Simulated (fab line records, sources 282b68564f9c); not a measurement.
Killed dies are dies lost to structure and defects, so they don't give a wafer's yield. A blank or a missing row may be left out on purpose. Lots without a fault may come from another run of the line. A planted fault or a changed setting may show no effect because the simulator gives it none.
Problem report in the 8D (eight disciplines) form, filled by code | flow rit_cmos | the parts of the form that need people (team, actions taken, sign-off) are left out

1. THE PROBLEM
run_length_s at RIT_CONTACT_STRIP_12 reads a mean of 202.1 s on 6 wafers of 2 lots; wafers without a fault read 208.4 s with a standard deviation of 0.42. That is -15 standard deviations from the usual mean.
The step: strips in O2, time 180 s.
First seen on wafer L586.3, day 5 22:45, on plasma_asher-03. The record holds 42 wafers of 14 lots with a number at this step. Rule for "out", or "out of limits": more than 4 standard deviations from the usual mean. The other wafers with a number count as sound.

2. WHAT IT IS AND WHAT IT IS NOT
question                    | is                     | is not
which readings at this step | run_length_s           | drypump_motor_current_A
which lots                  | L586, L587             | L573, L574, L575, L577, L578, L582, L584, L585, L592, L593, L595, L596
which wafers of those lots  | all that have a number | -
read on which tools         | plasma_asher-03        | plasma_asher-01, plasma_asher-04
when                        | from day 5 22:45       | up to then (24 sound wafers); but 12 sound wafers of L592, L593, L595, L596 came after

3. SUSPECTS, AND WHAT RULES EACH OUT
Counting: a tool at a process step up to the reading stays a suspect if it ran every lot that is out and no sound lot after the first of them.
- plasma_asher-03 at RIT_CONTACT_STRIP_12 (strips in O2, time 180 s): kept. It ran every lot that is out, first L586 (day 5 22:45), and no sound lot after that; its last sound lot up to then is L585 (day 5 19:35). Its own readings are out on those wafers: run_length_s.
Left after counting: plasma_asher-03 at RIT_CONTACT_STRIP_12.

4. THE CAUSE (what the simulator had put in)
Process parameter drift: plasma_asher-03, from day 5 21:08 on, at RIT_CONTACT_STRIP_12. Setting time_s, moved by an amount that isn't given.
Counting left only this tool.

5. THE CHAIN OF EFFECTS, in route order
Each row: a reading whose mean over the struck wafers that have a number lies more than 3 standard deviations from the usual. Only readings for which the record gives a usual standard deviation are gone through. hours: the time from each lot's start at the first step in this table that gives one to its start at this step, as a median over the lots. sigmas: the change in usual standard deviations.
hours | step                 | reading      | usual   | on struck wafers | change | sigmas
0     | RIT_CONTACT_STRIP_12 | run_length_s | 208.4 s | 202.1            | -6.3   | -15
The process steps in it:
- RIT_CONTACT_STRIP_12: strips in O2, time 180 s.

6. WHAT WOULD HAVE CAUGHT IT SOONER
In this record the first reading out of limits was taken at day 5 22:45, 2 hours after the fault began at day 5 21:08.
